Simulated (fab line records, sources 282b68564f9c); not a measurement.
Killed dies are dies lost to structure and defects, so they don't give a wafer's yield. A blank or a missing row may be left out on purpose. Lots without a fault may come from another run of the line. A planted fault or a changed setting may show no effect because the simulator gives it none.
Which tool did it? | flow rit_cmos | 6 lots, 18 wafers sampled, at 2 steps of a route of 202

WHAT THE GAUGES READ, wafer by wafer
RIT_SPACER_THK_MEAS_04.
lot  | measured    | on            | SPACER_NITRIDE_THK (nm)
L445 | day 3 04:17 | film_metro-03 | 245.5 246.0 247.6
L448 | day 3 19:28 | film_metro-03 | 277.3 277.2 279.3
L460 | day 6 06:37 | film_metro-02 | 247.0 246.4 244.8
L463 | day 7 01:43 | film_metro-03 | 243.5 243.7 244.8
L465 | day 7 08:48 | film_metro-03 | 243.1 242.4 244.2
L467 | day 7 22:42 | film_metro-01 | 242.4 242.3 243.6

WHICH TOOL RAN EACH LOT (tool, then ch and the chambers of the sampled wafers, then the start)
lot  | RIT_SPACER_CVD_03
L445 | lpcvd-02 ch 0, day 3 02:22
L448 | lpcvd-02 ch 1, day 3 17:32
L460 | lpcvd-01 ch 1, day 6 04:40
L463 | lpcvd-02 ch 0, day 6 23:49
L465 | lpcvd-02 ch 0, day 7 06:52
L467 | lpcvd-01 ch 0, day 7 20:46
- RIT_SPACER_CVD_03: deposits Si3N4 from SiH2Cl2/NH3, target thk 250 nm, time 3300 s.

THE ANSWER, worked out from the rows above alone
Rule: what is usual is taken from the lots themselves. Put in order of their means at a reading, lots are off if they are a third of the lots or fewer, leave a main group of 4 or more, and stand apart from it by a gap of 3 or more times the standard deviation of the main group's means; of several such gaps the widest counts. A main group whose means are all the same, to the digits that the tables above print for the reading, isn't used. A lot without any number at a reading at which 4 lots or more have one is off too. The other lots that the step has rows for count as sound.
Off: L448, at RIT_SPACER_THK_MEAS_04 (SPACER_NITRIDE_THK). The main group: mean 244.5 nm, standard deviation 1.5.
A tool fits if, at a process step before that reading, it ran every lot that is off, and no sound lot after the first of them. The gauges at RIT_SPACER_THK_MEAS_04 are tried like those tools. None of those tried fits.

WHAT THE SIMULATOR HAD PUT IN
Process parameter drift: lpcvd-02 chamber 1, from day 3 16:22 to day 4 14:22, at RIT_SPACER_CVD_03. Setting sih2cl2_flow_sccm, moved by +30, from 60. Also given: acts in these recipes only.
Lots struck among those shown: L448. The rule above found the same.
